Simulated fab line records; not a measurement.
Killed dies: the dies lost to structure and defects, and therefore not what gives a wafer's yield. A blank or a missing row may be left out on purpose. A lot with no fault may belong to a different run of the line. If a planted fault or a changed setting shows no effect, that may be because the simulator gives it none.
fab line records -- flow rit_cmos
record lots=14, wafers=42, last_day=7
route steps=202 shown ACTIVE@13
lots with no fault: from the same line, run without faults
start_h: hours from the record's first day to the start of the lot's first wafer shown -- wait_h: time in hours since the lot's previous step -- " the same as in the row above -- L1.1+2: a single row standing in for several wafers -- - value missing, or start not given -- * or withheld: withheld -- < > ~ a bound
route shown NAME@n: NAME is a module with steps in the file, n the number in the route of the first one -- usual: mean/standard deviation of fault-free wafers -- same: alike in all rows -- chamber/n: place in a boat -- sites: each site's reading -- _std_site: the values' standard deviation -- _edge_site: the outer-site mean with the inner-site mean subtracted -- radius_mm: for every site, how far away it sits from the centre of the wafer -- mask NAME#n: copy n -- behind: tool/chamber where the wafer was last shaped -- hold: what put the lot on hold/how long, in hours/how the hold closed -- device: the n, p or np transistor that did not switch -- end of line: tests of these same wafers at the route's end -- a step with no rows: only its recipe -- killed: not the wafer's yield, but the dies lost to structure and defects at the first sort -- map: shows each die of a wafer: x if killed, . if not, _ if none is there
set.NAME: the setting as run; set.NAME@STEP: as run at that earlier step -- model.NAME: the simulator's own value behind a step, which no gauge read
the route's steps for a sample of lots (tables are steps, rows are wafers)
## steps
# step RIT_ACTIVE_HARDBAKE_12
# recipe resist=NOVOLAK, temp_c=140, time_s=60
# usual heater_power_total_W=62.55/0.047, plate_temp_C=140.03/0.15
lot.wafer,tool,chamber,start_h,wait_h,heater_power_total_W,plate_temp_C
L705.2,litho_track-04,0,16.40,0.1,62.55,140.19
L705.3,litho_track-04,0,16.40,0.1,62.48,140.10
L705.4,litho_track-04,0,16.40,0.1,62.55,139.91
L706.1,litho_track-04,0,19.66,0.1,62.61,139.86
L706.3,litho_track-04,0,19.66,0.1,62.60,140.29
L706.6,litho_track-04,0,19.66,0.1,62.51,140.09
L709.1,litho_track-01,0,34.68,0.1,62.59,139.68
L709.4,litho_track-01,0,34.68,0.1,62.59,140.03
L709.5,litho_track-01,0,34.68,0.1,62.55,139.85
L710.1,litho_track-01,0,40.10,0.1,62.57,140.17
L710.2,litho_track-01,0,40.10,0.1,62.49,140.32
L710.6,litho_track-01,0,40.10,0.1,62.56,140.15
L713.1,litho_track-03,0,55.04,0.1,62.53,139.86
L713.2,litho_track-03,0,55.04,0.1,62.52,140.02
L713.4,litho_track-03,0,55.04,0.1,62.67,139.88
L714.1,litho_track-03,0,59.56,0.1,62.51,140.09
L714.3,litho_track-03,0,59.56,0.1,62.44,140.09
L714.6,litho_track-03,0,59.56,0.1,62.63,140.07
L715.1,litho_track-04,0,64.68,0.1,62.63,140.07
L715.3,litho_track-04,0,64.68,0.1,62.54,139.67
L715.4,litho_track-04,0,64.68,0.1,62.51,139.84
L717.2,litho_track-03,0,74.71,0.1,64.46,143.25
L717.3,litho_track-03,0,74.71,0.1,64.32,143.33
L717.5,litho_track-03,0,74.71,0.1,64.42,143.41
L718.2,litho_track-04,0,80.42,0.1,62.62,139.93
L718.5,litho_track-04,0,80.42,0.1,62.50,139.89
L718.6,litho_track-04,0,80.42,0.1,62.48,139.93
L722.3,litho_track-03,0,100.32,0.1,64.38,142.96
L722.4,litho_track-03,0,100.32,0.1,64.42,143.01
L722.5,litho_track-03,0,100.32,0.1,64.34,142.99
L725.1,litho_track-04,0,114.78,0.2,62.64,139.81
L725.2,litho_track-04,0,114.78,0.2,62.55,139.89
L725.6,litho_track-04,0,114.78,0.2,62.61,140.04
L726.2,litho_track-01,0,119.71,0.1,62.55,140.00
L726.4,litho_track-01,0,119.71,0.1,62.47,139.92
L726.6,litho_track-01,0,119.71,0.1,62.55,139.87
L727.3,litho_track-01,0,124.78,0.1,62.54,140.02
L727.4,litho_track-01,0,124.78,0.1,62.58,139.98
L727.5,litho_track-01,0,124.78,0.1,62.52,140.28
L728.1,litho_track-04,0,129.56,0.1,62.51,140.02
L728.2,litho_track-04,0,129.56,0.1,62.54,139.98
L728.3,litho_track-04,0,129.56,0.1,62.56,140.15
## key
first_sign step=RIT_ACTIVE_HARDBAKE_12, reading=heater_power_total_W, direction=up, sigmas=39, usual=62.55, struck=64.39
effect step=RIT_ACTIVE_HARDBAKE_12, reading=plate_temp_C, direction=up, sigmas=21, usual=*, struck=*
met_at RIT_ACTIVE_HARDBAKE_12
struck_lots L717,L722
tester_left_out L717,L722
onset_between 59.56 74.71
fault kind=process_parameter_drift, tool=litho_track-03, chamber=-, onset_h=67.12, steps=RIT_ACTIVE_HARDBAKE_12, channel=temp_c, offset=*, shape=step, end_h=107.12, acts_in=*, stated=*
# tester_left_out: of these lots the tester's yield and bins aren't shown, on N5 and GAA mostly nor the transistor test; their killed dies are dies lost to structure and defects alone, not to doping, threshold or leakage, so they don't give the yield
